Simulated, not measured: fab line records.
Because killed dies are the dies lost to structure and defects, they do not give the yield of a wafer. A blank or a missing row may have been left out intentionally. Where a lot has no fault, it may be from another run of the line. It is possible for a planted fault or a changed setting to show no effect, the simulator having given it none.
Which tool did it?	flow rit-cmos	7 lots, 21 wafers sampled, at 2 steps of a route of 202

== WHAT THE GAUGES SHOWED, per wafer ==
RIT_ACTIVE_CD_MEAS_11: the cd target is 1400 nm.
lot	measured	on	cd-nm (nm)
L898	day 1 19:28	cd-sem-01	1397.1 1397.4 1397.1
L903	day 2 21:04	cd-sem-02	1400.9 1400.7 1398.4
L906	day 3 11:34	cd-sem-01	1402.5 1401.7 1405.8
L908	day 3 21:42	cd-sem-02	1405.3 1403.9 1404.0
L914	day 5 03:28	cd-sem-01	1409.3 1409.8 1411.5
L916	day 5 13:39	cd-sem-02	1402.5 1401.4 1402.7
L918	day 5 23:28	cd-sem-01	1402.2 1401.4 1398.9

== WHICH TOOL RAN EACH LOT (tool, then ch and the chambers of the sampled wafers, then the start) ==
lot	RIT_ACTIVE_DEVELOP_10
L898	litho-track-04 ch 0, day 1 19:00
L903	litho-track-03 ch 0, day 2 20:00
L906	litho-track-03 ch 0, day 3 11:00
L908	litho-track-02 ch 0, day 3 21:00
L914	litho-track-03 ch 0, day 5 03:00
L916	litho-track-02 ch 0, day 5 13:00
L918	litho-track-04 ch 0, day 5 23:00
- RIT_ACTIVE_DEVELOP_10: develop time 50 s.

== THE ANSWER, worked out from the rows above alone ==
Rule: the lots themselves supply what counts as usual. Put in order of their means at a reading, lots are off if they are a third of the lots or fewer, leave a main group of 4 or more, and stand apart from it by a gap of 3 or more times the standard deviation of the main group's means; of several such gaps the widest counts. The tables above print the reading to a certain number of digits; a main group whose means all agree to those digits is not used. Also off: a lot with no number at a reading for which 4 or more lots have one. Any other lot the step has rows for is counted as sound.
None of the lots is off at any reading shown; this tells nothing.

== WHAT THE SIMULATOR PUT IN ==
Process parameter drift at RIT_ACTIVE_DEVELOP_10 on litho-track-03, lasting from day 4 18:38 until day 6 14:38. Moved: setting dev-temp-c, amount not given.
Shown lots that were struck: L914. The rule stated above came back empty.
